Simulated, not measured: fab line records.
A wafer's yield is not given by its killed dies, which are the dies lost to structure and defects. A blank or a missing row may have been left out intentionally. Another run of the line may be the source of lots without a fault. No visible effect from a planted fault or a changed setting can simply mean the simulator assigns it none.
Split-lot study	flow berkeleyCmos170	on a route of 331 steps: 5 lots, 23 wafers read

THE SPLIT
At UCB170_M1_METAL_ETCH_12 (etches Al in Cl2/BCl3, stops on PSG, target depth 780 nm, time 130 s), the setting timeS was moved away from the recipe's 130 s on 5 of the 23 wafers read, by -11.5% to +14.5%. All remaining wafers had this setting at the recipe value.

Reading taken at the split's own step.

THE READING
KrF_of_M1_COAT_04.thkNm (the simulator's own value, which no gauge read), in nm, at UCB170_M1_METAL_ETCH_12 (etches Al in Cl2/BCl3, stops on PSG, target depth 780 nm, time 130 s). The file gives no usual value for it. Across the 18 wafers here that went through the recipe, the average is 424.1 nm and the standard deviation 10 nm.

wafer	tool, chamber at the split	timeS as run, s	against the recipe	KrF_of_M1_COAT_04.thkNm, nm	against lot-mates on the recipe
L074.1	rieMetal-03, 0	130	recipe	421.2	-
L074.5	rieMetal-03, 0	130	recipe	422	-
L074.6	rieMetal-03, 1	130	recipe	402.7	-
L079.1	rieMetal-03, 1	130	recipe	411.5	-
L079.3	rieMetal-03, 0	130	recipe	430.2	-
L079.4	rieMetal-03, 1	130	recipe	411.6	-
L079.5	rieMetal-03, 1	130	recipe	410.8	-
L079.6	rieMetal-03, 0	130	recipe	433.1	-
L076.1	rieMetal-01, 1	148.9	+14.5%	374.5	-64.6
L076.2	rieMetal-01, 0	148.9	+14.5%	363.8	-75.3
L076.3	rieMetal-01, 0	148.9	+14.5%	358.5	-80.6
L076.4	rieMetal-01, 1	130	recipe	442.6	-
L076.6	rieMetal-01, 1	130	recipe	435.7	-
L078.1	rieMetal-03, 0	115.1	-11.5%	489	+62.8
L078.2	rieMetal-03, 1	115.1	-11.5%	465.8	+39.6
L078.3	rieMetal-03, 0	130	recipe	426.8	-
L078.4	rieMetal-03, 1	130	recipe	419.7	-
L078.5	rieMetal-03, 0	130	recipe	432	-
L077.1	rieMetal-01, 0	130	recipe	419.4	-
L077.2	rieMetal-01, 1	130	recipe	433	-
L077.3	rieMetal-01, 1	130	recipe	435.2	-
L077.4	rieMetal-01, 0	130	recipe	417.6	-
L077.6	rieMetal-01, 1	130	recipe	428.8	-

FIT RESULTS
A straight line over all 23 wafers: KrF_of_M1_COAT_04.thkNm changes by -4.23 nm for each +1% of timeS; r = -0.93; the points scatter about the line by 11 nm.
The same after taking each lot's own level away (the mean of its wafers on the recipe; 23 wafers): -4.87 nm for each +1%; r = -0.96; scatter 8.6 nm.
That fit puts the effect of the largest move of timeS on the reading at 71 nm.
Across the lots, their own levels run from 415.30 to 439.15 nm, a range of 2.3 times the standard deviation given above.
Thus the slope moves with the lot-to-lot level: the two fits are different.
Check: -73.9 nm against its lot-mates is what the line predicts for one of the wafers moved furthest among these (+14.5%) when that wafer is left out of the fit. It came out at -64.6 nm against them.

OTHER SPLITS ON THESE WAFERS
Other splits were also applied to these wafers ahead of the reading. Each is held against what the fit with the lots' levels taken away leaves over:
other split on the same wafers	wafers away from the commonest value	r with KrF_of_M1_COAT_04.thkNm (lot level and that fit taken away)
UCB170_PVT_STRIP_08 o2FlowSccm	10	-0.26
UCB170_GATE_EXPOSE_09 doseMj	6	+0.01
UCB170_GATE_ETCH_15 icpW	5	-0.01
UCB170_NLDD_IMPLANT_08 tiltDeg	4	+0.15
UCB170_PSD_PEB_04 pebTempC	7	-0.27
UCB170_NSD_PEB_04 pebTempC	8	-0.09
UCB170_SILICIDE_SPUTTER_01 timeS	4	-0.26
UCB170_M1_SPUTTER_00 chamberPressurePa	18	+0.05

THE FILE'S OWN FIT
KrF_of_M1_COAT_04.thkNm changes by -4.83 nm for each +1% of timeS, r = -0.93.
